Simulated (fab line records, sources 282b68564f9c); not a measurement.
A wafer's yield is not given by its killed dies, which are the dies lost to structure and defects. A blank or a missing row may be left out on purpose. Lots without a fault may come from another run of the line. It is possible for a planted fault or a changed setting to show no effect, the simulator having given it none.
Which tool was responsible?	flow rit_cmos	7 lots, 21 wafers sampled, at 2 steps of a route of 202

WHAT THE GAUGES SHOWED, per wafer
RIT_PLDD_TW_MEAS_10.
lot	measured	on	PLDD_TW
L356	day 3 07:11	film_metro-01	2339 2340 2339
L358	day 3 16:59	film_metro-02	2349 2346 2359
L362	day 4 11:12	film_metro-02	2374 2371 2375
L367	day 5 13:10	film_metro-02	2638 2633 2637
L370	day 6 03:51	film_metro-02	2371 2358 2366
L373	day 6 19:43	film_metro-01	2348 2343 2343
L376	day 7 08:50	film_metro-01	2340 2345 2342

WHAT TOOL EACH LOT RAN ON (gives the tool, then ch and the chambers of the sampled wafers, and finally the start)
lot	RIT_PLDD_IMPLANT_08
L356	implanter-04 ch 0, day 3 06:52
L358	implanter-02 ch 0, day 3 16:40
L362	implanter-01 ch 0, day 4 10:53
L367	implanter-01 ch 0, day 5 12:52
L370	implanter-04 ch 0, day 6 03:32
L373	implanter-04 ch 0, day 6 19:25
L376	implanter-02 ch 0, day 7 08:32
- RIT_PLDD_IMPLANT_08

THE ANSWER, worked out from the rows above alone
Rule: what is usual is taken from the lots themselves. Put in order of their means at a reading, lots are off if they are a third of the lots or fewer, leave a main group of 4 or more, and stand apart from it by a gap of 3 or more times the standard deviation of the main group's means; of several such gaps the widest counts. If all means in a main group match to the digits the tables above print for the reading, that group is not used. Also off: a lot with no number at a reading for which 4 or more lots have one. All remaining lots with rows at the step are treated as sound.
Off: L367, seen at RIT_PLDD_TW_MEAS_10 (PLDD_TW). The main group: mean 2353, standard deviation 12.
A tool fits if, at a process step before that reading, it ran every lot that is off, and no sound lot after the first of them. Those tools and the gauges at RIT_PLDD_TW_MEAS_10 are tried in the same way. One fits: RIT_PLDD_IMPLANT_08 on implanter-01. A fault onset in the window from L362 (day 4 10:53, its last sound lot) to L367 (day 5 12:52, its first lot off) fits.

WHAT THE SIMULATOR HAD INSERTED
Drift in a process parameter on implanter-01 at RIT_PLDD_IMPLANT_08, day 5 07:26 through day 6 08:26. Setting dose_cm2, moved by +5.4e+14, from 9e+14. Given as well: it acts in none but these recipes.
Lots struck among those shown: L367. Same finding as the rule above.
